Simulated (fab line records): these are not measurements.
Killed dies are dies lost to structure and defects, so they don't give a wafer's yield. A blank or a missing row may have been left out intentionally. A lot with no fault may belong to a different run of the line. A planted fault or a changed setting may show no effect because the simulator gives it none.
The same fault as seen by 2 desks + flow berkeley_cmos170 + only its own numbers are on each desk; what lay behind them is given at the end

FOR THE TOOL OWNER'S DESK: rie_diel-04
The tool's own readings at UCB170_V1_ETCH_14 (etches SiO2 in CHF3/CF4/Ar, stops on Al, target depth 1250 nm, time 291 s): means of the sampled wafers that have a number, for each lot that ran on this tool. A lot is out of limits, marked OUT, if its mean lies more than 4 standard deviations from the usual mean; the brackets give that distance.
Columns: A = drypump_motor_current_A at UCB170_V1_ETCH_14, usual 5.7 A; B = oes_product_au at UCB170_V1_ETCH_14, usual 0.869 a.u.; C = rf_fwd_power_W at UCB170_V1_ETCH_14, usual 698.2 W; D = throttle_valve_pct at UCB170_V1_ETCH_14, usual 6.96 %
| lot  | first seen here | A   | B     | C               | D    |
|------|-----------------|-----|-------|-----------------|------|
| L187 | day 9 06:52     | 5.6 | 0.859 | 696.9           | 7.02 |
| L190 | day 10 02:37    | 5.9 | 0.872 | 789.7 (+44) OUT | 6.93 |
| L195 | day 11 06:37    | 6.2 | 0.855 | 883.8 (+88) OUT | 6.99 |
This desk's verdict: out of limits on L190, L195, starting with L190 at day 10 02:37 (rf_fwd_power_W at UCB170_V1_ETCH_14). L187 stayed within limits.

METROLOGY DESK
Means of the sampled wafers that have a number, per lot and without regard to the tool the lot ran on: this is what the gauges read. A lot is out of limits, marked OUT, if its mean lies more than 4 standard deviations from the usual mean; the brackets give that distance.
Columns: A = V1_BOW at UCB170_V1_BOW_MEAS_03, usual 19 um; B = V1_POLISHED_THK at UCB170_V1_THK_MEAS_04, usual 1000.5 nm; C = cd_nm at UCB170_V1_CD_MEAS_12, usual 699.9 nm; D = V1_OVL at UCB170_V1_OVL_MEAS_13, usual -2 nm; E = cd_nm at UCB170_V1_CD_MEAS_90, usual 699.9 nm
| lot  | first seen here | A  | B      | C     | D  | E     |
|------|-----------------|----|--------|-------|----|-------|
| L181 | day 7 23:32     | 17 | 1000.4 | 700.4 | -7 | 701.0 |
| L187 | day 9 05:25     | 16 | 1001.5 | 700.7 | -3 | 700.0 |
| L190 | day 10 00:09    | 19 | 999.6  | 698.6 | 1  | 700.9 |
| L192 | day 10 05:40    | 16 | 998.2  | 698.1 | 1  | 697.5 |
| L195 | day 11 03:19    | 21 | 999.3  | 698.4 | 3  | 702.3 |
| L201 | day 12 06:41    | 10 | 1001.7 | 702.5 | -4 | 702.3 |
Result from this desk: across the 6 lots, nothing is out of limits.

ALL TOGETHER
On L190, L195, at day 10 02:37, an alarm was possible from the tool owner's desk.
The metrology desk saw nothing out of limits.
The metrology desk has L190, L195 on record, within its limits.
UCB170_V1_ETCH_14 was run on rie_diel-04 by each of the lots named.

WHAT WAS PUT IN BY THE SIMULATOR
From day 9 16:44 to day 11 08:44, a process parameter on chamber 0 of rie_diel-04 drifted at UCB170_V1_ETCH_14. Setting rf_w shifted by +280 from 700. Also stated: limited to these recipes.
Shown lots that were struck: L190, L195.
Each desk's first reading out of limits, in hours after the fault started: the tool owner's desk, 10.
